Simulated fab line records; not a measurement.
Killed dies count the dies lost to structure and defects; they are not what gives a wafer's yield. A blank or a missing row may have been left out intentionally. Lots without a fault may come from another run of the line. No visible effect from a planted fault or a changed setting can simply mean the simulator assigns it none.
Code-filled problem report in 8D (eight disciplines) form | flow berkeleyCmos170 | the parts of the form that need people (team, actions taken, sign-off) are left out

== 1. PROBLEM STATEMENT ==
Wafers free of any fault read 616.1 ohm/sq (standard deviation 1.5) for NLDD_RS at UCB170_SDANNEAL_RS_MEAS_05, against a mean of 577.2 ohm/sq on 6 wafers of 2 lots. Relative to the usual mean, that is a shift of -26 standard deviations.
The step: measures by four-point-probe.
Earliest sighting: wafer L998.1 on filmMetro-02 at day 8 20:24. At this step, 42 wafers from 14 lots have a number in the record. By rule, "out" or "out of limits" means more than 4 standard deviations away from the usual mean. All remaining wafers that have a number are taken as sound.

== 2. WHAT IT IS, AND WHAT IT ISN'T ==
question                    | is                         | is not
which readings at this step | NLDD_RS                    | -
which lots                  | L101, L998                 | L105, L108, L109, L110, L111, L988, L989, L990, L991, L992, L993, L999
which wafers of those lots  | all that have a number     | -
read on which gauges        | filmMetro-02, filmMetro-03 | filmMetro-01
when                        | from day 8 20:24           | up to then (18 sound wafers); but 18 sound wafers of L105, L108, L109, L110, L111, L999 came after

== 3. THE SUSPECTS, EACH WITH WHAT RULES IT OUT ==
Counting: a tool at a process step up to the reading stays a suspect if it ran every lot that is out and no sound lot after the first of them.
- the gauge at UCB170_SDANNEAL_RS_MEAS_05 is ruled out. 2 gauges (filmMetro-02, filmMetro-03) read the wafers that are out.
- implanter-04 at UCB170_NLDD_IMPLANT_09: kept. It ran every lot that is out, first L998 (day 8 08:48), and no sound lot after that; its last sound lot up to then is L993 (day 7 09:58). Its own beamEnergyKeV readings are out on those wafers.
Remaining after the count: implanter-04 at UCB170_NLDD_IMPLANT_09.

== 4. THE CAUSE (what the simulator had put in) ==
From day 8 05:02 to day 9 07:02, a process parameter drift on implanter-04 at UCB170_NLDD_IMPLANT_09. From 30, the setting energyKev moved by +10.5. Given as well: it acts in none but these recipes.
The count eliminated every tool but this one.

== 5. THE EFFECT CHAIN, in route order ==
Each row: a reading where the mean over the struck wafers with a number is more than 3 standard deviations away from the usual. Only readings for which the record gives a usual standard deviation are gone through. hours: the time from each lot's start at the first step in this table that gives one to its start at this step, as a median over the lots. sigmas: the change in usual standard deviations.
hours | step                       | reading       | usual        | on struck wafers | change  | sigmas
0     | UCB170_NLDD_IMPLANT_09     | beamEnergyKeV | 30.003       | 40.498           | +10.495 | +99 or more
0     | UCB170_NLDD_TW_MEAS_11     | NLDD_TW       | 2212         | 2296             | +84     | +3.1
15    | UCB170_SDANNEAL_RS_MEAS_05 | NLDD_RS       | 616.1 ohm/sq | 577.2            | -38.9   | -26
Its process steps:
- UCB170_NLDD_IMPLANT_09

== 6. HOW IT WOULD HAVE BEEN CAUGHT EARLIER ==
The first out-of-limits reading at a measuring or inspecting step in this record came at day 8 20:24, 15 hours after the fault's start at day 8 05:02.
Tool's own readings at UCB170_NLDD_IMPLANT_09, beamEnergyKeV: out on all struck wafers the step has rows for; an alarm limit on them would have tripped on the first.
L101, from the lots that are out (2), started UCB170_NLDD_IMPLANT_09 on implanter-04 later than day 8 20:24. It would have been spared by a hold on the tool at that moment.
